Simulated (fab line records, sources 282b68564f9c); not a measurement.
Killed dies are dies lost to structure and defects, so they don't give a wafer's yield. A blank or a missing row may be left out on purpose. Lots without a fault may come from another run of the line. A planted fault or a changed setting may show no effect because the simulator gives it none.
Split-lot experiment | flow rit_cmos | 5 lots, 23 wafers read, on a route of 202 steps

THE SPLIT
At RIT_M1_COAT_04 (resist thk 1300 nm), the setting resist_thk_nm was moved away from the recipe's 1300 nm on 5 of the 23 wafers read, by -4.3% to +5.8%. The other wafers ran this setting at the recipe's value.

FROM THE SPLIT TO THE READING: what the file shows between them, 3 steps
- RIT_M1_DEVELOP_08: develop time 68 s (also split here: develop_time_s)
- RIT_M1_CD_MEAS_09: target cd 2600 nm
- RIT_M1_HARDBAKE_11: time 120 s

THE READING
NOVOLAK_of_M1_COAT_04.thk_nm (the simulator's own value, which no gauge read), in nm, at RIT_M1_METAL_ETCH_12 (etches Al in Cl2/BCl3, stops on SiO2, time 165 s, target depth 600 nm). The file gives no usual value for it. The 18 wafers here that ran the recipe average 804.3 nm, standard deviation 4.4 nm.

wafer  | tool, chamber at the split | resist_thk_nm as run, nm | against the recipe | NOVOLAK_of_M1_COAT_04.thk_nm, nm | against lot-mates on the recipe
L077.1 | litho_track-04, 0          | 1300                     | recipe             | 803.2                            | -
L077.2 | litho_track-04, 0          | 1300                     | recipe             | 807.6                            | -
L077.3 | litho_track-04, 0          | 1300                     | recipe             | 804.4                            | -
L077.4 | litho_track-04, 0          | 1376                     | +5.8%              | 873.7                            | +68.6
L077.6 | litho_track-04, 0          | 1376                     | +5.8%              | 875                              | +69.9
L079.1 | litho_track-04, 0          | 1300                     | recipe             | 800.4                            | -
L079.4 | litho_track-04, 0          | 1300                     | recipe             | 800.4                            | -
L079.2 | litho_track-04, 0          | 1300                     | recipe             | 797.5                            | -
L079.5 | litho_track-04, 0          | 1300                     | recipe             | 799.8                            | -
L079.6 | litho_track-04, 0          | 1300                     | recipe             | 801.2                            | -
L080.1 | litho_track-04, 0          | 1300                     | recipe             | 805.9                            | -
L080.4 | litho_track-04, 0          | 1300                     | recipe             | 803                              | -
L080.5 | litho_track-04, 0          | 1300                     | recipe             | 813.2                            | -
L081.1 | litho_track-03, 0          | 1244                     | -4.3%              | 767.4                            | -44.9
L081.2 | litho_track-03, 0          | 1244                     | -4.3%              | 758.6                            | -53.6
L081.4 | litho_track-03, 0          | 1244                     | -4.3%              | 763.5                            | -48.8
L081.5 | litho_track-03, 0          | 1300                     | recipe             | 811.3                            | -
L081.6 | litho_track-03, 0          | 1300                     | recipe             | 813.2                            | -
L085.1 | litho_track-01, 0          | 1300                     | recipe             | 801.3                            | -
L085.2 | litho_track-01, 0          | 1300                     | recipe             | 805.2                            | -
L085.3 | litho_track-01, 0          | 1300                     | recipe             | 803.7                            | -
L085.5 | litho_track-01, 0          | 1300                     | recipe             | 803.1                            | -
L085.6 | litho_track-01, 0          | 1300                     | recipe             | 802.8                            | -

THE FIT
A straight line over all 23 wafers: NOVOLAK_of_M1_COAT_04.thk_nm changes by +10.9 nm for each +1% of resist_thk_nm; r = +0.98; the points scatter about the line by 5 nm.
The same after taking each lot's own level away (the mean of its wafers on the recipe; 23 wafers): +11.6 nm for each +1%; r = +1.00; scatter 2.5 nm.
On that fit, the largest move of resist_thk_nm shifts the reading by 68 nm.
The lots' own levels span 799.86 to 812.25 nm, that is 2.8 times the standard deviation above.
So the lot-to-lot level changes the slope little: the two slopes agree.
Check: with one of the wafers moved furthest among these (+5.8%) left out of the fit, the line predicts +68.2 nm for it against its lot-mates. It came out at +68.6 nm against them.

OTHER SPLITS ON THESE WAFERS
These wafers also went through other splits before the reading. Each is held against what the fit with the lots' levels taken away leaves over:
other split on the same wafers        | wafers away from the commonest value | r with NOVOLAK_of_M1_COAT_04.thk_nm (lot level and that fit taken away)
RIT_PSD_COAT_01 spin_rpm              | 7                                    | +0.01
RIT_SILICIDE_SPUTTER_01 power_w       | 12                                   | -0.15
RIT_CONTACT_CVD_00 time_s             | 8                                    | -0.20
RIT_M1_SPUTTER_00 chamber_pressure_pa | 15                                   | +0.09
RIT_M1_DEVELOP_08 develop_time_s      | 10                                   | -0.08

THE WHOLE CHAIN: every reading that the file lists as answering this split, in the file's order
step                 | what it does                                                          | reading                                                                       | change (the file's fit)                                                                   | r (the file's)
RIT_M1_COAT_04       | resist thk 1300 nm                                                    | NOVOLAK_of_M1_COAT_04.thk_nm (the simulator's own value, which no gauge read) | +13 nm for each +1% of the setting                                                        | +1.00
RIT_M1_HARDBAKE_11   | time 120 s                                                            | NOVOLAK_of_M1_COAT_04.thk_nm (the simulator's own value, which no gauge read) | +11.2 nm for each +1% of the setting                                                      | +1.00
RIT_M1_METAL_ETCH_12 | etches Al in Cl2/BCl3, stops on SiO2, time 165 s, target depth 600 nm | NOVOLAK_of_M1_COAT_04.thk_nm (the simulator's own value, which no gauge read) | +11.7 nm for each +1% of the setting                                                      | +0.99
RIT_M1_CD_MEAS_09    | target cd 2600 nm                                                     | cd_nm                                                                         | +1.39 nm for each +1% of the setting, in a fit together with develop_time_s@M1_DEVELOP_08 | 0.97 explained
RIT_M1_CD_MEAS_90    | target cd 2600 nm                                                     | cd_nm                                                                         | +1.51 nm for each +1% of the setting, in a fit together with develop_time_s@M1_DEVELOP_08 | 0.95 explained

THE FILE'S OWN FIT
NOVOLAK_of_M1_COAT_04.thk_nm changes by +11.7 nm for each +1% of resist_thk_nm, r = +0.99.
